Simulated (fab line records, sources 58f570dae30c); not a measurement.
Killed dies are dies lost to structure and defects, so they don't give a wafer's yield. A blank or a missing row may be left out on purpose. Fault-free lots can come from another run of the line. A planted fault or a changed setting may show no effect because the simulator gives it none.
Struck lot and sound lot, side by side | flow berkeley_cmos170 | 15 steps out of a route of 331
Sound: the wafers L601.2, L601.3, L601.6. Wafers struck: L603.3, L603.4, L603.6. The cause comes at the end.
Order at every step that has rows: each side's tool, ch and its chambers, its first start. Under that, the readings that differ: sound wafers | struck wafers | difference of the means | sigmas: that difference in standard deviations of wafers without a fault.
alike: a reading whose means differ by less than 2 such deviations, as well as words and numbers matching on both sides. not compared: withheld readings; readings where some wafer has no value; bounds like >300 that might hide an equal value; numbers whose values overlap and for which the record gives no deviation.
The two part at a step that has a row with sigmas, a row that says differs or no value, or rows on one side only. Non-overlapping numbers with no deviation appear without sigmas and do not part them. A reading that every wafer of one side lacks parts them only if that side has two wafers or more.

UCB170_V2_CMP_02: polishes SiO2.
  sound on cmp-01 ch 0,1,3, day 8 12:02; struck on cmp-01 ch 1,3, day 8 22:46
  alike: motor_current_A
UCB170_V2_BOW_MEAS_03:
  struck on film_metro-02, day 8 23:06; sound on film_metro-02, day 8 12:22
  alike: V2_BOW
UCB170_V2_THK_MEAS_04:
  struck on film_metro-02, day 8 23:12; sound on film_metro-02, day 8 12:28
  alike: V2_POLISHED_THK
then, 7 steps without rows for these wafers: UCB170_V2_CLEAN_05 (cleans in DIW); UCB170_V2_HMDS_06 (prime time 60 s); UCB170_V2_COAT_07 (resist thk 900 nm); UCB170_V2_SOFTBAKE_08 (time 60 s); UCB170_V2_EXPOSE_09 (exposes mask VIA2, target cd 700 nm); UCB170_V2_PEB_10; UCB170_V2_DEVELOP_11 (develop time 45 s).
UCB170_V2_CD_MEAS_12: the cd target is 700 nm.
  struck on cd_sem-02, day 9 01:04; sound on cd_sem-01, day 8 13:49
  alike: cd_nm
UCB170_V2_OVL_MEAS_13:
  struck on overlay-01, day 9 01:10; sound on overlay-02, day 8 13:57
  alike: V2_OVL
UCB170_V2_ETCH_14: etches SiO2 in CHF3/CF4/Ar, stops on Al, target depth 1250 nm, time 291 s.
  sound on rie_diel-04 ch 0,2,3, day 8 13:59; struck on rie_diel-01 ch 0,2,3, day 9 01:11
  no value came back on the struck wafers for any of 5 readings (CHF3_flow_sccm (sccm), cf4_flow_sccm (sccm) and others); on the sound wafers CHF3_flow_sccm (sccm) reads 45.01 45.14 45.02
  reading                             | sound           | struck        | difference | sigmas
  model.KrF_of_V2_COAT_07.thk_nm (nm) | 615.3 605.2 602 | 880 883.6 883 | +275       |
  not compared: rf_hours_counter_h
UCB170_V2_STRIP_15: strips in O2.
  sound on plasma_asher-02 ch 0,1, day 8 14:10; struck on plasma_asher-04 ch 0,1, day 9 01:23
  reading                      | sound             | struck            | difference | sigmas
  oes_product_au (a.u.)        | 0.721 0.717 0.724 | 0.737 0.735 0.734 | +0.015     | +3
  strip_time_to_endpoint_s (s) | 15.45 15.19 15.12 | 21.49 21.59 21.55 | +6.29      | +48
  alike: drypump_motor_current_A
  not compared: rf_hours_counter_h
UCB170_V2_CD_MEAS_90: the cd target is 700 nm.
  struck on cd_sem-02, day 9 01:30; sound on cd_sem-02, day 8 14:17
  reading    | sound             | struck | difference                    | sigmas
  cd_nm (nm) | 700.2 699.7 697.8 | - - -  | no value on the struck wafers |

## WHERE THEY PART
At UCB170_V2_ETCH_14 first; at UCB170_V2_CD_MEAS_90 last (within this record only).

WHY: what the simulator had put in
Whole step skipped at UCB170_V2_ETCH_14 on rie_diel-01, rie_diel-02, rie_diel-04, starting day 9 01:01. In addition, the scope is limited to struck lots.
